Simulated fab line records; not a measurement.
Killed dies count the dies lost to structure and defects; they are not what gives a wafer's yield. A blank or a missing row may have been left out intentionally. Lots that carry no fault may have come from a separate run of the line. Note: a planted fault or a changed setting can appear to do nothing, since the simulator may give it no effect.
What tool caused it? | flow berkeleyCmos170 | 7 lots with 21 wafers sampled at 3 steps, on a route of 331 steps

## WHAT THE GAUGES READ, wafer by wafer
UCB170_GATE_OVL_MEAS_13.
lot  | measured     | on         | GATE_OVL (nm)
L465 | day 6 13:29  | overlay-02 | 6 0 3
L466 | day 6 13:17  | overlay-01 | -7 -3 2
L468 | day 7 11:04  | overlay-02 | -3 -2 -6
L471 | day 8 04:31  | overlay-01 | -5 -7 -3
L475 | day 9 01:35  | overlay-01 | 1 -1 3
L480 | day 9 04:59  | overlay-02 | -125 -139 -127
L484 | day 10 07:47 | overlay-01 | 5 5 -8

## WHICH TOOL RAN EACH LOT (tool, then ch and the chambers of the sampled wafers, then the start)
lot  | UCB170_PVT_STRIP_08                | UCB170_GATE_EXPOSE_09
L465 | plasmaAsher-01 ch 0,1, day 6 04:15 | krfScanner-02 ch 0, day 6 12:59
L466 | plasmaAsher-03 ch 0,1, day 6 04:33 | krfScanner-01 ch 0, day 6 12:46
L468 | plasmaAsher-01 ch 0,1, day 6 21:50 | krfScanner-02 ch 0, day 7 10:35
L471 | plasmaAsher-01 ch 0, day 7 13:48   | krfScanner-02 ch 0, day 8 04:01
L475 | plasmaAsher-02 ch 0,1, day 8 15:37 | krfScanner-01 ch 0, day 9 00:34
L480 | plasmaAsher-03 ch 0,1, day 8 17:47 | krfScanner-02 ch 0, day 9 04:08
L484 | plasmaAsher-03 ch 0,1, day 9 18:36 | krfScanner-01 ch 0, day 10 07:17
- UCB170_PVT_STRIP_08: strips in O2.
- UCB170_GATE_EXPOSE_09: exposes mask POLY, target cd 350 nm.

## THE ANSWER, worked out from the rows above alone
Rule: the lots themselves supply what counts as usual. The widest of any qualifying gaps counts: lots, ordered by their means at a reading, are off when they make up no more than a third of the lots, leave a main group of 4 or more, and stand apart from it by 3 or more times the standard deviation of that group's means. The tables above print the reading to a certain number of digits; a main group whose means all agree to those digits is not used. Also off: a lot with no number at a reading for which 4 or more lots have one. Where the step has rows for the other lots, those lots are counted as sound.
Off: L480, seen at UCB170_GATE_OVL_MEAS_13 (GATE_OVL). For the main group the mean is -1 nm and the standard deviation 2.8.
A tool fits if, at a process step before that reading, it ran every lot that is off, and no sound lot after the first of them. Gauges at UCB170_GATE_OVL_MEAS_13: tried the same way as those tools. This does not decide it: 2 tools fit, namely krfScanner-02 at UCB170_GATE_EXPOSE_09 and overlay-02 at UCB170_GATE_OVL_MEAS_13.

## WHAT THE SIMULATOR HAD PUT IN
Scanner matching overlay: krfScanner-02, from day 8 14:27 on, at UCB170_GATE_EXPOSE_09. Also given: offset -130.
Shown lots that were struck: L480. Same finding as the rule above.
